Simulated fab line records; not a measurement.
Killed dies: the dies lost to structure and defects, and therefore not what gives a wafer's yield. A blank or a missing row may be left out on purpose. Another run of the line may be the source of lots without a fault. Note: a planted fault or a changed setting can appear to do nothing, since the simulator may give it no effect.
fab line records | flow rit-cmos
[record] lots = 6 wafers = 18 last-day = 6
route steps=202 shown NLDD@111 PLDD@114 SPACER@125 NSD@131 PSD@142 M1@202
lots that met no fault: from a run of the same line without faults
start-h: start of the lot's first displayed wafer, in hours after the record's first day | wait-h: time in hours since the lot's previous step | " repeats the value in the row above | L1.1+2: a single row standing in for several wafers | - no value present, or no start provided | * or withheld: withheld | < > ~ a bound
route shown NAME@n: NAME is a module with steps in the file, n the number in the route of the first one | usual: mean/standard deviation of fault-free wafers | same: alike in all rows | chamber/n: place in a boat | sites: readings site by site | _std_site: the standard deviation of these | _edge_site: the outer-site mean with the inner-site mean subtracted | radius-mm: for every site, how far away it sits from the centre of the wafer | mask NAME#n: copy n | behind: tool/chamber where the wafer was last shaped | hold: what put the lot on hold/how long, in hours/how the hold closed | device: whichever transistor did not switch (one of n, p or np) | end of line: the same wafers' tests at the end of the route | where a step has no rows: the recipe by itself | killed: dies that structure and defects cost at the first sort, which is not the same as the wafer's yield | map: per-die view of a wafer (x killed, . not killed, _ where there is no die)
set.NAME: the run value of the setting; set.NAME@STEP: its run value at that earlier step | model.NAME: the simulator's own value behind a step, which no gauge read
certain route steps with their lots: each step a table, each wafer a row
services: a tool's chamber out of use, with start hour (start-h, from the record's first day; less than 0 if before it), hours out, and reason
[[steps]]
[step RIT_NLDD_IMPLANT_08]
[recipe] species = P energy-kev = 20 dose-cm2 = 5e+14 tilt-deg = 7
[step RIT_NLDD_STRIP_09]
[recipe] chemistry = O2 time-s = 180 resist = NOVOLAK platen-temp-c = withheld power-w = 500 pressure-mtorr = 4000 o2-flow-sccm = 4000
[usual] drypump-motor-current-A = 5.4/0.48
// columns lot.wafer tool chamber start-h wait-h drypump-motor-current-A rf-hours-counter-h
L655.2 plasma-asher-03 1 45.45 0.1 6.0 43
L655.3 " 0 " " 5.0 -
L655.5 " 0 " " 5.0 -
L657.1 plasma-asher-03 0 52.95 0.1 4.9 44
L657.3 " 0 " " 4.9 -
L657.5 " 1 " " 5.9 -
L667.3 plasma-asher-02 1 106.35 0.1 6.0 -
L667.5 " 0 " " 5.9 -
L667.6 " 1 " " 6.0 -
L668.1 plasma-asher-01 0 110.29 0.1 5.4 50
L668.2 " 1 " " 4.8 50
L668.6 " 1 " " 4.8 -
L671.1 plasma-asher-01 1 122.49 0.1 4.8 51
L671.2 " 0 " " 5.4 51
L671.6 " 0 " " 5.4 -
L672.3 plasma-asher-03 0 128.13 0.1 4.9 -
L672.4 " 1 " " 5.9 -
L672.5 " 0 " " 4.9 -
[step RIT_NLDD_TW_MEAS_10]
[usual] NLDD_TW = 2499/17
// columns lot.wafer tool chamber start-h wait-h NLDD_TW
L655.2 film-metro-03 - 45.63 0.1 2488
L655.3 " - " " 2495
L655.5 " - " " 2502
L657.1 film-metro-04 - 53.12 0.1 2517
L657.3 " - " " 2522
L657.5 " - " " 2499
L667.3 film-metro-04 - 106.49 0.1 2506
L667.5 " - " " 2491
L667.6 " - " " 2519
L668.1 film-metro-03 - 110.47 0.1 2521
L668.2 " - " " 2507
L668.6 " - " " 2514
L671.1 film-metro-03 - 122.66 0.1 2529
L671.2 " - " " 2502
L671.6 " - " " 2535
L672.3 film-metro-04 - 128.27 0.1 2530
L672.4 " - " " 2530
L672.5 " - " " 2527
[step RIT_PLDD_HMDS_00]
[recipe] prime-time-s = 60 prime-temp-c = 140
[step RIT_PLDD_COAT_01]
[recipe] resist = NOVOLAK spin-rpm = 3250 resist-thk-nm = 1000
[step RIT_PLDD_SOFTBAKE_02]
[recipe] resist = NOVOLAK temp-c = 90 time-s = 60
[step RIT_PLDD_EXPOSE_03]
[recipe] mask-id = M8 na = 0.57 target-cd-nm = 40900 dose-mj = 250
[step RIT_PLDD_PEB_04]
[recipe] resist = NOVOLAK temp-c = withheld time-s = withheld
[step RIT_PLDD_DEVELOP_05]
[recipe] resist = NOVOLAK develop-time-s = 50 dev-temp-c = 23
[step RIT_PLDD_OVL_MEAS_06]
[usual] PLDD_OVL = -0.5/1.4
// columns lot.wafer tool chamber start-h wait-h PLDD_OVL[nm]
L655.2 overlay-02 - 46.54 - 0.8
L655.3 " - " " -0.2
L655.5 " - " " 0.7
L657.1 overlay-01 - 54.03 - 0.9
L657.3 " - " " 1.2
L657.5 " - " " 0.4
L667.3 overlay-01 - 107.43 - 1.2
L667.5 " - " " 2.1
L667.6 " - " " 0.5
L668.1 overlay-02 - 111.50 - -2.6
L668.2 " - " " -2.3
L668.6 " - " " -1.3
L671.1 overlay-02 - 123.70 - -0.4
L671.2 " - " " 0.2
L671.6 " - " " -0.2
L672.3 overlay-02 - 129.30 - -2.9
L672.4 " - " " -4.0
L672.5 " - " " -2.4
[step RIT_PLDD_HARDBAKE_07]
[recipe] resist = NOVOLAK temp-c = 140 time-s = 60
[step RIT_PLDD_IMPLANT_08]
[recipe] species = BF2 energy-kev = 20 dose-cm2 = 9e+14 tilt-deg = 7
[step RIT_PLDD_STRIP_09]
[recipe] chemistry = O2 time-s = 180 resist = NOVOLAK platen-temp-c = withheld power-w = 500 pressure-mtorr = 4000 o2-flow-sccm = 4000
[usual] drypump-motor-current-A = 5.6/0.31
// columns lot.wafer tool chamber start-h wait-h drypump-motor-current-A rf-hours-counter-h
L655.2 plasma-asher-02 0 46.87 0.1 5.9 39
L655.3 " 0 " " 5.9 -
L655.5 " 0 " " 5.9 -
L657.1 plasma-asher-04 0 54.65 0.1 5.5 22
L657.3 " 1 " " 5.5 -
L657.5 " 0 " " 5.5 -
L667.3 plasma-asher-04 1 107.81 0.1 5.5 -
L667.5 " 1 " " 5.5 -
L667.6 " 0 " " 5.6 -
L668.1 plasma-asher-04 0 111.84 0.1 5.6 27
L668.2 " 1 " " 5.5 27
L668.6 " 1 " " 5.5 -
L671.1 plasma-asher-01 0 124.04 0.1 5.4 52
L671.2 " 1 " " 4.8 52
L671.6 " 1 " " 4.8 -
L672.3 plasma-asher-02 1 129.68 0.1 6.0 -
L672.4 " 0 " " 5.9 -
L672.5 " 1 " " 6.0 -
[step RIT_PLDD_TW_MEAS_10]
[usual] PLDD_TW = 2354/15
// columns lot.wafer tool chamber start-h wait-h PLDD_TW
L655.2 film-metro-04 - 47.05 0.1 2357
L655.3 " - " " 2360
L655.5 " - " " 2361
L657.1 film-metro-04 - 54.83 0.1 2371
L657.3 " - " " 2363
L657.5 " - " " 2362
L667.3 film-metro-03 - 107.95 0.1 2375
L667.5 " - " " 2372
L667.6 " - " " 2352
L668.1 film-metro-02 - 112.02 0.1 2342
L668.2 " - " " 2343
L668.6 " - " " 2350
L671.1 film-metro-02 - 124.21 0.1 2337
L671.2 " - " " 2340
L671.6 " - " " 2338
L672.3 film-metro-04 - 129.82 0.1 2389
L672.4 " - " " 2391
L672.5 " - " " 2376
[step RIT_SPACER_CLEAN_00]
[recipe] chemistry = SC1 mix = 3:3:50 time-s = 600 temp-c = 75
[step RIT_SPACER_CLEAN_01]
[recipe] chemistry = dHF dilution = 50:1 time-s = 30
[step RIT_SPACER_CLEAN_02]
[recipe] chemistry = SC2 mix = 3:3:50 time-s = 600 temp-c = 75 dry = n2-spin
[step RIT_SPACER_CVD_03]
[recipe] material = Si3N4 target-thk-nm = 250 temp-c = 810 precursor = SiH2Cl2/NH3 time-s = 3300 pressure-mtorr = 289.8 sih2cl2-flow-sccm = 60 nh3-flow-sccm = 150
[step RIT_SPACER_THK_MEAS_04]
[recipe] reads = Si3N4_of_SPACER_CVD_03
[usual] SPACER_NITRIDE_THK = 245.4/2.1
// columns lot.wafer tool chamber start-h wait-h SPACER_NITRIDE_THK[nm]
L655.2 film-metro-01 - 49.62 0.0 247.2
L655.3 " - " " 246.4
L655.5 " - " " 244.8
L657.1 film-metro-02 - 57.17 0.0 245.3
L657.3 " - " " 244.8
L657.5 " - " " 245.4
L667.3 film-metro-02 - 112.69 0.0 244.8
L667.5 " - " " 244.3
L667.6 " - " " 244.4
L668.1 film-metro-01 - 114.59 0.0 245.8
L668.2 " - " " 249.6
L668.6 " - " " 246.3
L671.1 film-metro-02 - 126.59 0.0 246.2
L671.2 " - " " 246.1
L671.6 " - " " 246.4
L672.3 film-metro-02 - 132.16 0.0 247.9
L672.4 " - " " 248.0
L672.5 " - " " 247.8
[step RIT_SPACER_ETCHBACK_05]
[recipe] target-depth-a = 2500 SF6_flow_sccm = 30 CHF3_flow_sccm = 30 target = Si3N4 chemistry = SF6/CHF3 pressure-mtorr = 40 rf-w = 250 time-s = 240 stop-on = SiO2
[usual] drypump-motor-current-A = 5.5/0.48 oes-product-au = 0.833/0.016 throttle-valve-pct = 10.21/0.15
// columns lot.wafer tool chamber start-h wait-h drypump-motor-current-A oes-product-au rf-hours-counter-h throttle-valve-pct
L655.2 rie-diel-02 3 49.67 0.0 5.3 0.864 131 10.49
L655.3 " 0 " " 6.3 0.860 3 10.59
L655.5 " 0 " " 6.3 0.849 - 10.59
L657.1 rie-diel-01 0 57.23 0.1 5.7 0.812 108 10.08
L657.3 " 3 " " 4.9 0.816 165 10.32
L657.5 " 1 " " 5.3 0.840 - 10.19
L667.3 rie-diel-03 2 112.73 0.0 6.1 0.833 0 10.38
L667.5 " 0 " " 5.7 0.843 - 10.09
L667.6 " 1 " " 4.6 0.810 - 10.03
L668.1 rie-diel-02 2 114.65 0.1 6.2 0.848 14 10.31
L668.2 " 0 " " 6.3 0.864 5 10.59
L668.6 " 0 " " 6.2 0.853 - 10.58
L671.1 rie-diel-01 0 126.65 0.1 5.7 0.810 110 10.07
L671.2 " 2 " " 5.2 0.831 114 10.27
L671.6 " 2 " " 5.2 0.829 - 10.24
L672.3 rie-diel-03 2 132.20 0.0 6.1 0.838 0 10.37
L672.4 " 3 " " 6.0 0.855 - 10.15
L672.5 " 2 " " 6.0 0.841 - 10.35
[step RIT_NSD_HMDS_00]
[recipe] prime-time-s = 60 prime-temp-c = 140
[step RIT_NSD_COAT_01]
[recipe] resist = NOVOLAK spin-rpm = 3250 resist-thk-nm = 1000
[step RIT_NSD_SOFTBAKE_02]
[recipe] resist = NOVOLAK temp-c = 90 time-s = 60
[step RIT_NSD_EXPOSE_03]
[recipe] mask-id = M9 na = 0.57 target-cd-nm = 40700 dose-mj = 250
[step RIT_NSD_PEB_04]
[recipe] resist = NOVOLAK temp-c = withheld time-s = withheld
[step RIT_NSD_DEVELOP_05]
[recipe] resist = NOVOLAK develop-time-s = 50 dev-temp-c = 23
[step RIT_NSD_OVL_MEAS_06]
[usual] NSD_OVL = -0.2/1.3
// columns lot.wafer tool chamber start-h wait-h NSD_OVL[nm]
L655.2 overlay-01 - 50.67 - 0.3
L655.3 " - " " -0.4
L655.5 " - " " -0.2
L657.1 overlay-02 - 58.31 - -1.3
L657.3 " - " " -2.3
L657.5 " - " " -2.8
L667.3 overlay-01 - 113.74 - 1.1
L667.5 " - " " -1.1
L667.6 " - " " -0.6
L668.1 overlay-01 - 115.65 - 0.1
L668.2 " - " " 0.6
L668.6 " - " " -0.1
L671.1 overlay-02 - 127.65 - -0.5
L671.2 " - " " -0.9
L671.6 " - " " -2.0
L672.3 overlay-02 - 133.34 - -2.7
L672.4 " - " " -1.7
L672.5 " - " " -2.1
[step RIT_NSD_HARDBAKE_07]
[recipe] resist = NOVOLAK temp-c = 140 time-s = 60
[step RIT_NSD_IMPLANT_08]
[recipe] species = P energy-kev = 25 dose-cm2 = 1e+15 tilt-deg = 7
[step RIT_NSD_STRIP_09]
[recipe] chemistry = O2 time-s = 180 resist = NOVOLAK platen-temp-c = withheld power-w = 500 pressure-mtorr = 4000 o2-flow-sccm = 4000
[usual] drypump-motor-current-A = 5.7/0.3
// columns lot.wafer tool chamber start-h wait-h drypump-motor-current-A rf-hours-counter-h
L655.2 plasma-asher-02 0 51.00 0.1 5.9 40
L655.3 " 1 " " 6.0 -
L655.5 " 1 " " 6.0 -
L657.1 plasma-asher-03 1 58.65 0.1 5.9 44
L657.3 " 0 " " 5.0 -
L657.5 " 0 " " 5.0 -
L667.3 plasma-asher-04 1 114.13 0.1 5.5 -
L667.5 " 1 " " 5.5 -
L667.6 " 0 " " 5.6 -
L668.1 plasma-asher-03 0 115.98 0.1 4.9 50
L668.2 " 1 " " 5.9 50
L668.6 " 1 " " 5.9 -
L671.1 plasma-asher-04 0 127.98 0.1 5.5 29
L671.2 " 1 " " 5.5 29
L671.6 " 0 " " 5.6 -
L672.3 plasma-asher-04 1 133.72 0.1 5.5 -
L672.4 " 0 " " 5.6 -
L672.5 " 1 " " 5.5 -
[step RIT_NSD_TW_MEAS_10]
[usual] NSD_TW = 3127/21
// columns lot.wafer tool chamber start-h wait-h NSD_TW
L655.2 film-metro-04 - 51.19 0.1 3143
L655.3 " - " " 3152
L655.5 " - " " 3150
L657.1 film-metro-03 - 58.82 0.1 3142
L657.3 " - " " 3146
L657.5 " - " " 3128
L667.3 film-metro-02 - 114.26 0.1 3112
L667.5 " - " " 3099
L667.6 " - " " 3107
L668.1 film-metro-02 - 116.16 0.1 3100
L668.2 " - " " 3120
L668.6 " - " " 3096
L671.1 film-metro-03 - 128.16 0.1 3148
L671.2 " - " " 3137
L671.6 " - " " 3144
L672.3 film-metro-03 - 133.86 0.1 3129
L672.4 " - " " 3153
L672.5 " - " " 3154
[step RIT_PSD_HMDS_00]
[recipe] prime-time-s = 60 prime-temp-c = 140
[step RIT_PSD_COAT_01]
[recipe] resist = NOVOLAK spin-rpm = 3250 resist-thk-nm = 1000
[step RIT_PSD_SOFTBAKE_02]
[recipe] resist = NOVOLAK temp-c = 90 time-s = 60
[step RIT_PSD_EXPOSE_03]
[recipe] mask-id = M10 na = 0.57 target-cd-nm = 40900 dose-mj = 250
[step RIT_PSD_PEB_04]
[recipe] resist = NOVOLAK temp-c = withheld time-s = withheld
[step RIT_PSD_DEVELOP_05]
[recipe] resist = NOVOLAK develop-time-s = 50 dev-temp-c = 23
[step RIT_PSD_OVL_MEAS_06]
[usual] PSD_OVL = 0.5/1.5
// columns lot.wafer tool chamber start-h wait-h PSD_OVL[nm]
L655.2 overlay-02 - 52.22 - -0.7
L655.3 " - " " -1.8
L655.5 " - " " -0.9
L657.1 overlay-02 - 59.86 - -0.2
L657.3 " - " " -1.5
L657.5 " - " " 0.4
L667.3 overlay-01 - 115.20 - 1.1
L667.5 " - " " -0.4
L667.6 " - " " 0.1
L668.1 overlay-02 - 117.30 - 0.3
L668.2 " - " " -0.3
L668.6 " - " " 1.1
L671.1 overlay-02 - 129.19 - 2.8
L671.2 " - " " 2.8
L671.6 " - " " 2.6
L672.3 overlay-01 - 134.76 - 1.2
L672.4 " - " " 0.5
L672.5 " - " " 0.3
[step RIT_PSD_HARDBAKE_07]
[recipe] resist = NOVOLAK temp-c = 140 time-s = 60
[step RIT_PSD_IMPLANT_08]
[recipe] species = BF2 energy-kev = 27 dose-cm2 = 4.93e+15 tilt-deg = 7
[step RIT_PSD_STRIP_09]
[recipe] chemistry = O2 time-s = 180 resist = NOVOLAK platen-temp-c = withheld power-w = 500 pressure-mtorr = 4000 o2-flow-sccm = 4000
[usual] drypump-motor-current-A = 5.3/0.4
// columns lot.wafer tool chamber start-h wait-h drypump-motor-current-A rf-hours-counter-h
L655.2 plasma-asher-01 0 52.55 0.1 5.4 42
L655.3 " 1 " " 4.8 -
L655.5 " 1 " " 4.8 -
L657.1 plasma-asher-01 1 60.19 0.1 4.8 43
L657.3 " 0 " " 5.4 -
L657.5 " 0 " " 5.4 -
L667.3 plasma-asher-01 0 115.59 0.1 5.4 -
L667.5 " 1 " " 4.8 -
L667.6 " 0 " " 5.4 -
L668.1 plasma-asher-01 1 117.63 0.1 4.8 51
L668.2 " 0 " " 5.4 51
L668.6 " 1 " " 4.8 -
L671.1 plasma-asher-01 1 129.53 0.1 4.8 52
L671.2 " 0 " " 5.4 52
L671.6 " 0 " " 5.4 -
L672.3 plasma-asher-03 0 135.14 0.1 5.0 -
L672.4 " 1 " " 5.9 -
L672.5 " 0 " " 5.0 -
[step RIT_PSD_TW_MEAS_10]
[usual] PSD_TW = 3437/24
// columns lot.wafer tool chamber start-h wait-h PSD_TW
L655.2 film-metro-02 - 52.73 0.1 3426
L655.3 " - " " 3404
L655.5 " - " " 3413
L657.1 film-metro-03 - 60.37 0.1 3456
L657.3 " - " " 3446
L657.5 " - " " 3435
L667.3 film-metro-02 - 115.72 0.1 3412
L667.5 " - " " 3413
L667.6 " - " " 3393
L668.1 film-metro-04 - 117.81 0.1 3437
L668.2 " - " " 3414
L668.6 " - " " 3451
L671.1 film-metro-02 - 129.70 0.1 3409
L671.2 " - " " 3398
L671.6 " - " " 3407
L672.3 film-metro-04 - 135.28 0.1 3465
L672.4 " - " " 3475
L672.5 " - " " 3477
[step RIT_M1_PROBE_99]
[usual] killed-at-front-end = 6.6/2.9 killed-dies = 6.6/3 killed-on-rim = 1.7/1.4 killed-open = 3.4/2 killed-short = 3.2/2
[same] gross-dies = 264 killed_at_M0_to_M3 = 0 killed_at_M4_up = 0 killed-at-back-side = 0 killed-at-contacts = 0 killed-at-other = 0
// columns lot.wafer tool chamber start-h wait-h killed-at-front-end killed-dies killed-on-rim killed-open killed-short
L667.3 prober-02 - 123.93 0.2 22 22 9 3 2
L667.5 prober-02 - 124.03 0.2 17 17 7 3 0
L668.1 prober-01 - 125.95 0.1 5 5 1 2 3
L668.2 prober-01 - 126.00 0.1 22 22 10 3 1
L668.6 prober-01 - 126.20 0.2 16 16 6 1 1
L671.1 prober-02 - 137.70 0.1 5 5 1 2 3
L671.2 prober-02 - 137.75 0.1 0 0 0 0 0
L671.6 prober-02 - 137.95 0.2 4 4 1 3 1
// killed by level:class
L667.3 PLDD:unspecified=17 GATE:geometric-particle:short=2 SILICIDE:geometric-particle:open=2 SPACER:geometric-particle:open=1
L667.5 PLDD:unspecified=14 FOX1:geometric-particle:open=1 REOX:geometric-particle:open=1 SILICIDE:geometric-particle:open=1
L668.1 GATE:geometric-particle:short=3 GATE:geometric-particle:open=1 SILICIDE:geometric-particle:open=1
L668.2 PLDD:unspecified=18 REOX:geometric-particle:open=2 SPACER:geometric-particle:short=1 SPACER:geometric-particle:open=1
L668.6 PLDD:unspecified=14 FOX1:geometric-particle:short=1 SPACER:geometric-particle:open=1
L671.1 FOX1:geometric-particle:short=1 GATE:geometric-particle:short=1 REOX:geometric-particle:open=1 REOX:geometric-particle:short=1 SPACER:geometric-particle:open=1
L671.6 REOX:geometric-particle:open=2 REOX:geometric-particle:short=1 SPACER:geometric-particle:open=1
// map L667.3 (x killed, . not)
________......._______
_____.............____
____...............___
___............x....__
__.........x........._
__..................._
_.x...................
_x....................
_xxxx.................
_xxxxx................
__xxx.......x........_
__xxx.......x........_
___.................__
____x..............___
_____.............____
________......._______
// map L668.2 (x killed, . not)
________......._______
_____.............____
____...............___
___................x__
__..................._
__..................._
_xx...................
_xxx..................
_xxxx......x..........
_xxxx.................
__xxxx..............._
__xx................._
___.................__
____.........x.....___
_____.............____
________......._______
[[services]]
// columns tool chamber start-h hours kind
rie-diel-01 2 26.16 9.3 repair
rie-diel-01 - 29.30 2.1 repair
plasma-asher-04 - 33.20 1.2 repair
rie-diel-01 - 37.07 14.6 pm
plasma-asher-02 - 43.47 2.2 repair
plasma-asher-03 - 68.20 8.0 repair
plasma-asher-04 - 69.16 10.0 pm
rie-diel-01 3 76.00 - clean
plasma-asher-01 - 90.33 1.3 repair
rie-diel-01 1 91.97 6.0 repair
plasma-asher-04 - 95.39 2.0 repair
rie-diel-01 0 99.73 3.7 repair
rie-diel-01 - 108.20 0.7 repair
plasma-asher-02 - 108.75 9.0 pm
plasma-asher-02 0 108.75 9.0 vent-cycle
plasma-asher-02 1 108.75 9.0 vent-cycle
rie-diel-03 - 109.82 2.8 pm
plasma-asher-02 0 117.75 - clean
plasma-asher-02 1 117.75 - clean
rie-diel-01 1 123.27 3.6 repair
rie-diel-02 - 128.31 1.4 repair
rie-diel-02 2 131.29 5.3 repair
rie-diel-01 2 132.34 2.6 repair
plasma-asher-02 - 135.05 4.4 repair
[[key]]
[first-sign] step = RIT_M1_PROBE_99 reading = killed-at-front-end direction = up sigmas = 4.3 usual = 6.6 struck = 19.2
[effect] step = RIT_M1_PROBE_99 reading = killed-dies direction = up sigmas = 4.2 usual = 6.6 struck = 19.2
met-at RIT_PLDD_STRIP_09
struck-wafers L667.3,L667.5,L668.2,L668.6
tester-left-out L667,L668
onset-between 54.65 107.81
[fault] kind = chamber-particle-source tool = plasma-asher-04 chamber = 1 onset-h = 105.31 steps = RIT_PLDD_STRIP_09 rate-per-visit-cm2 = 0.47425 end-h = 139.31
// tester-left-out: of these lots the tester's yield and bins aren't shown, on N5 and GAA mostly nor the transistor test; their killed dies are dies lost to structure and defects alone, not to doping, threshold or leakage, so they don't give the yield
